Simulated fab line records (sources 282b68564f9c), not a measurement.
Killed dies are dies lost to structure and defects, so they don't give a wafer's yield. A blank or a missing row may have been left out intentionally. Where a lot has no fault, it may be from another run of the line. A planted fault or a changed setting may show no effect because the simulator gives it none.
What tool caused it? | flow rit cmos | 15 lots with 45 wafers sampled at 2 steps, on a route of 202 steps

WHAT THE GAUGES SHOWED, per wafer
RIT_NWELL_TW_MEAS_10. Usual: NWELL_TW 2131, standard deviation 13.
lot  | measured    | on            | NWELL_TW       | flag
L597 | day 1 23:03 | film metro-03 | 2127 2115 2124 |
L599 | day 2 08:28 | film metro-01 | 2132 2145 2133 |
L600 | day 2 12:58 | film metro-01 | 2148 2139 2127 |
L601 | day 2 17:38 | film metro-01 | 2134 2142 2141 |
L602 | day 2 23:55 | film metro-03 | 2122 2108 2109 |
L603 | day 3 02:55 | film metro-04 | 2140 2130 2132 |
L604 | day 3 12:05 | film metro-01 | 2142 2132 2142 |
L605 | day 3 15:49 | film metro-04 | 2140 2137 2137 |
L607 | day 4 02:02 | film metro-01 | 2149 2150 2136 |
L609 | day 4 10:34 | film metro-03 | 2046 2046 2048 | OFF
L610 | day 4 15:59 | film metro-03 | 2113 2097 2114 |
L611 | day 5 00:37 | film metro-04 | 2052 2050 2063 | OFF
L612 | day 5 02:40 | film metro-04 | 2074 2068 2076 | OFF
L619 | day 6 13:03 | film metro-04 | 2148 2126 2119 |
L620 | day 6 17:59 | film metro-04 | 2138 2134 2125 |

WHAT TOOL EACH LOT RAN ON (gives the tool, then ch and the chambers of the sampled wafers, and finally the start)
lot  | RIT_NWELL_DEVELOP_05
L597 | litho track-04 ch 0, day 1 22:00
L599 | litho track-01 ch 0, day 2 07:00
L600 | litho track-04 ch 0, day 2 12:00
L601 | litho track-03 ch 0, day 2 16:00
L602 | litho track-01 ch 0, day 2 23:00
L603 | litho track-03 ch 0, day 3 02:00
L604 | litho track-04 ch 0, day 3 11:00
L605 | litho track-04 ch 0, day 3 15:00
L607 | litho track-04 ch 0, day 4 01:00
L609 | litho track-04 ch 0, day 4 09:00
L610 | litho track-03 ch 0, day 4 15:00
L611 | litho track-04 ch 0, day 4 23:00
L612 | litho track-04 ch 0, day 5 01:00
L619 | litho track-01 ch 0, day 6 12:00
L620 | litho track-01 ch 0, day 6 17:00
- RIT_NWELL_DEVELOP_05: develop time 68 s.

AS READ BY THE TOOLS THEMSELVES (means over the sampled wafers that have a number; for cases with no such wafer, the mark the record gives instead)
RIT_NWELL_DEVELOP_05. Usual: developer temp C at 22.99 C, with a standard deviation of 0.1.
lot  | tool           | developer temp C (C) | flag
L597 | litho track-04 | 22.93                |
L599 | litho track-01 | 22.93                |
L600 | litho track-04 | 23.03                |
L601 | litho track-03 | 22.90                |
L602 | litho track-01 | 22.93                |
L603 | litho track-03 | 23.06                |
L604 | litho track-04 | 23.00                |
L605 | litho track-04 | 22.97                |
L607 | litho track-04 | 23.07                |
L609 | litho track-04 | 23.03                |
L610 | litho track-03 | 22.93                |
L611 | litho track-04 | 23.15                |
L612 | litho track-04 | 22.83                |
L619 | litho track-01 | 23.00                |
L620 | litho track-01 | 23.05                |

THE ANSWER, worked out from the rows above alone
Rule: lot off if the mean of its wafers having a number is beyond 3 standard deviations from the usual mean. Also off: a lot with no number at a reading for which 4 or more lots have one. The other lots that the step has rows for count as sound. First the gauges in route order, then the tools' own readings, where a lot's mean is used as printed above. The first step at which some lot is off is used, and at that step the reading that is off furthest; a lot without a number counts as furthest.
Off: L609, L611, L612, seen at RIT_NWELL_TW_MEAS_10 (NWELL_TW).
A tool fits if, at a process step before that reading, it ran every lot that is off, and no sound lot after the first of them. The gauges at RIT_NWELL_TW_MEAS_10 are tried like those tools. One fits: litho track-04 at RIT_NWELL_DEVELOP_05. Its last sound lot is L607 (day 4 01:00), its first lot that is off L609 (day 4 09:00): a fault that began between those two fits.

WHAT THE SIMULATOR HAD PUT IN
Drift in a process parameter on litho track-04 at RIT_NWELL_DEVELOP_05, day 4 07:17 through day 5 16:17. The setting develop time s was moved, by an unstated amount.
Shown lots that were struck: L609, L611, L612. Same finding as the rule above.
